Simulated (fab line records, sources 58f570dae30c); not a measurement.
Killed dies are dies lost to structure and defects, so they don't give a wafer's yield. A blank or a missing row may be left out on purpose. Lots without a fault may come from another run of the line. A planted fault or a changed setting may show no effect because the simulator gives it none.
Which tool did it? | flow berkeley_cmos170 | 14 lots, 42 wafers sampled, at 6 steps of a route of 331

WHAT THE GAUGES READ, wafer by wafer
UCB170_START_THK_MEAS_03.
lot  | measured    | on            | START_OXIDE_THK (nm)
L833 | day 1 12:56 | film_metro-03 | 20.3 20.3 20.6
L834 | day 1 19:45 | film_metro-01 | 20.6 20.2 20.7
L835 | day 2 03:11 | film_metro-04 | 20.3 20.2 20.3
L836 | day 2 07:09 | film_metro-03 | 20.5 20.2 20.4
L837 | day 2 11:16 | film_metro-01 | 19.7 20.0 20.1
L838 | day 2 17:16 | film_metro-01 | 19.3 19.6 19.7
L839 | day 2 19:46 | film_metro-01 | 20.2 20.0 19.9
L841 | day 3 07:07 | film_metro-03 | 19.9 20.1 20.1
L842 | day 3 10:08 | film_metro-04 | 19.7 20.0 19.4
L847 | day 4 12:41 | film_metro-03 | 20.5 20.3 20.1
L849 | day 5 00:28 | film_metro-03 | 20.1 20.2 19.7
L853 | day 5 18:16 | film_metro-04 | 20.2 20.1 20.5
L855 | day 6 05:04 | film_metro-01 | 19.9 19.7 19.6
L856 | day 6 10:35 | film_metro-01 | 20.7 20.8 20.7

UCB170_PWELL_OVL_MEAS_13.
lot  | measured    | on         | PWELL_OVL (nm)
L833 | day 3 07:10 | overlay-02 | -9 -11 -9
L834 | day 3 14:10 | overlay-01 | 0 -3 -7
L835 | day 3 17:20 | overlay-02 | -5 4 -8
L836 | day 3 17:10 | overlay-01 | -5 -5 -4
L837 | day 3 22:34 | overlay-02 | 5 -2 3
L838 | day 4 04:05 | overlay-01 | -6 -3 -1
L839 | day 4 08:01 | overlay-02 | 4 8 10
L841 | day 4 14:55 | overlay-01 | -14 0 -15
L842 | day 5 01:11 | overlay-01 | -3 -1 6
L847 | day 6 00:01 | overlay-02 | -7 -9 -3
L849 | day 6 12:56 | overlay-01 | 4 1 4
L853 | day 7 06:42 | overlay-02 | -6 -10 -4
L855 | day 7 13:52 | overlay-02 | 2 8 10
L856 | day 8 00:31 | overlay-02 | 4 4 4

UCB170_PLDD_TW_MEAS_11.
lot  | measured     | on            | PLDD_TW
L833 | day 6 12:19  | film_metro-04 | 1002 1001 1002
L834 | day 7 01:15  | film_metro-01 | 1014 1013 1012
L835 | day 7 01:37  | film_metro-03 | 1007 1003 1004
L836 | day 7 01:31  | film_metro-03 | 1007 1013 1009
L837 | day 7 00:59  | film_metro-04 | 1012 1016 1012
L838 | day 7 11:11  | film_metro-01 | 1008 1011 1009
L839 | day 7 10:55  | film_metro-04 | 1008 1011 1011
L841 | day 8 01:23  | film_metro-01 | 1027 1023 1028
L842 | day 8 00:56  | film_metro-04 | 1003 1005 1002
L847 | day 9 03:15  | film_metro-01 | 1027 1030 1025
L849 | day 9 14:29  | film_metro-01 | 1013 1014 1021
L853 | day 10 10:35 | film_metro-04 | 1003 1002 997
L855 | day 10 20:02 | film_metro-03 | 1015 1009 1013
L856 | day 11 03:47 | film_metro-01 | 1014 1014 1015

UCB170_SDANNEAL_RS_MEAS_04: measures by four-point-probe.
lot  | measured     | on            | PLDD_RS (ohm/sq)
L833 | day 7 05:16  | film_metro-03 | 1034.3 1031.3 1034.8
L834 | day 7 13:01  | film_metro-01 | 1029.7 1031.7 1032.7
L835 | day 7 13:48  | film_metro-01 | 1033.3 1032.7 1031.7
L836 | day 7 13:03  | film_metro-04 | 1031.9 1032.2 1032.2
L837 | day 7 13:27  | film_metro-03 | 1028.3 1031.0 1031.7
L838 | day 7 23:32  | film_metro-03 | 1032.6 1032.0 1031.3
L839 | day 7 23:26  | film_metro-04 | 1033.4 1037.5 1035.9
L841 | day 8 14:11  | film_metro-03 | 1002.7 1001.8 998.2
L842 | day 8 13:41  | film_metro-03 | 1028.6 1030.5 1028.7
L847 | day 9 14:01  | film_metro-04 | 1000.3 998.6 998.7
L849 | day 10 01:10 | film_metro-04 | 1032.7 1035.1 1033.5
L853 | day 10 23:28 | film_metro-04 | 1032.3 1033.6 1033.4
L855 | day 11 10:04 | film_metro-03 | 1027.7 1031.3 1030.5
L856 | day 11 17:11 | film_metro-04 | 1035.8 1032.4 1034.8

UCB170_SILICIDE_RS_MEAS_02: measures by four-point-probe.
lot  | measured     | on            | SILICIDE_TI_RS (ohm/sq)
L833 | day 7 05:37  | film_metro-02 | 26.1 26.0 26.1
L834 | day 7 13:22  | film_metro-02 | 26.8 26.4 26.5
L835 | day 7 14:08  | film_metro-02 | 26.0 26.1 25.6
L836 | day 7 13:23  | film_metro-04 | 25.0 25.4 25.6
L837 | day 7 13:47  | film_metro-02 | 26.1 25.8 25.6
L838 | day 7 23:53  | film_metro-04 | 26.2 25.7 26.1
L839 | day 7 23:46  | film_metro-01 | 26.4 26.2 26.3
L841 | day 8 14:32  | film_metro-01 | 25.6 26.0 25.9
L842 | day 8 14:02  | film_metro-02 | 26.1 25.7 25.9
L847 | day 9 14:21  | film_metro-04 | 26.2 26.1 25.6
L849 | day 10 01:30 | film_metro-02 | 26.6 26.8 26.7
L853 | day 10 23:49 | film_metro-02 | 25.8 26.0 26.1
L855 | day 11 10:24 | film_metro-02 | 26.1 26.1 25.8
L856 | day 11 17:32 | film_metro-02 | 25.8 25.6 25.6

WHICH TOOL RAN EACH LOT (tool, then ch and the chambers of the sampled wafers, then the start)
lot  | UCB170_PLDD_IMPLANT_09
L833 | implanter-01 ch 0, day 6 12:04
L834 | implanter-03 ch 0, day 7 01:01
L835 | implanter-04 ch 0, day 7 01:22
L836 | implanter-01 ch 0, day 7 01:17
L837 | implanter-04 ch 0, day 7 00:44
L838 | implanter-03 ch 0, day 7 10:57
L839 | implanter-04 ch 0, day 7 10:40
L841 | implanter-01 ch 0, day 8 01:10
L842 | implanter-01 ch 0, day 8 00:41
L847 | implanter-01 ch 0, day 9 03:01
L849 | implanter-03 ch 0, day 9 14:12
L853 | implanter-03 ch 0, day 10 10:20
L855 | implanter-03 ch 0, day 10 19:47
L856 | implanter-04 ch 0, day 11 03:32
- UCB170_PLDD_IMPLANT_09

WHAT THE TOOLS THEMSELVES READ (means of the sampled wafers that have a number; where no wafer has one, the mark that the record gives instead)
UCB170_PLDD_IMPLANT_09.
lot  | tool         | beam_on_s (s) | dose_ions_cm2 | end_station_pressure_torr (Torr)
L833 | implanter-01 | 10.58         | 5.004e+13     | 4.9e-06
L834 | implanter-03 | 10.03         | 5.001e+13     | 5.1e-06
L835 | implanter-04 | 9.85          | 5.001e+13     | 5.1e-06
L836 | implanter-01 | 10.39         | 4.998e+13     | 4.9e-06
L837 | implanter-04 | 9.86          | 5.000e+13     | 4.9e-06
L838 | implanter-03 | 9.84          | 5.000e+13     | 5.2e-06
L839 | implanter-04 | 9.85          | 4.993e+13     | 5.4e-06
L841 | implanter-01 | 11.21         | 5.395e+13     | 5.0e-06
L842 | implanter-01 | 10.21         | 4.993e+13     | 5.3e-06
L847 | implanter-01 | 11.44         | 5.406e+13     | 5.2e-06
L849 | implanter-03 | 9.83          | 5.001e+13     | 5.1e-06
L853 | implanter-03 | 10.12         | 4.998e+13     | 4.8e-06
L855 | implanter-03 | 10.03         | 4.998e+13     | 4.9e-06
L856 | implanter-04 | 9.86          | 4.995e+13     | 5.1e-06

THE ANSWER, worked out from the rows above alone
Rule: what is usual is taken from the lots themselves. Put in order of their means at a reading, lots are off if they are a third of the lots or fewer, leave a main group of 4 or more, and stand apart from it by a gap of 3 or more times the standard deviation of the main group's means; of several such gaps the widest counts. A main group whose means are all the same, to the digits that the tables above print for the reading, isn't used. A lot without any number at a reading at which 4 lots or more have one is off too. The other lots that the step has rows for count as sound. The gauges are gone through in route order, then the tools' own readings, and for those a lot's mean is taken as printed above. The first step at which some lot is off is used, and at that step the reading that is off furthest; a lot without a number counts as furthest.
Off: L841, L847, at UCB170_SDANNEAL_RS_MEAS_04 (PLDD_RS). The main group: mean 1032.3 ohm/sq, standard deviation 1.8.
A tool fits if, at a process step before that reading, it ran every lot that is off, and no sound lot after the first of them. The gauges at UCB170_SDANNEAL_RS_MEAS_04 aren't tried: what is off there is off at UCB170_PLDD_IMPLANT_09 too, on other tools, and a gauge's error can't cause that. One fits: implanter-01 at UCB170_PLDD_IMPLANT_09. Its last sound lot is L842 (day 8 00:41), its first lot that is off L841 (day 8 01:10): a fault that began between those two fits.
The tool's own readings at UCB170_PLDD_IMPLANT_09 bear it out: on the lots that are off they differ by more than 5 times the standard deviation of the sound lots' means. beam_on_s reads 11.32 s there against 10.04 s on the sound lots; dose_ions_cm2 reads 5.400e+13 there against 4.998e+13 on the sound lots.

WHAT THE SIMULATOR HAD PUT IN
Process parameter drift: implanter-01, from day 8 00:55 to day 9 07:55, at UCB170_PLDD_IMPLANT_09. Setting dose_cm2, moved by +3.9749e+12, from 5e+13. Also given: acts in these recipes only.
Lots struck among those shown: L841, L847. The rule above found the same.
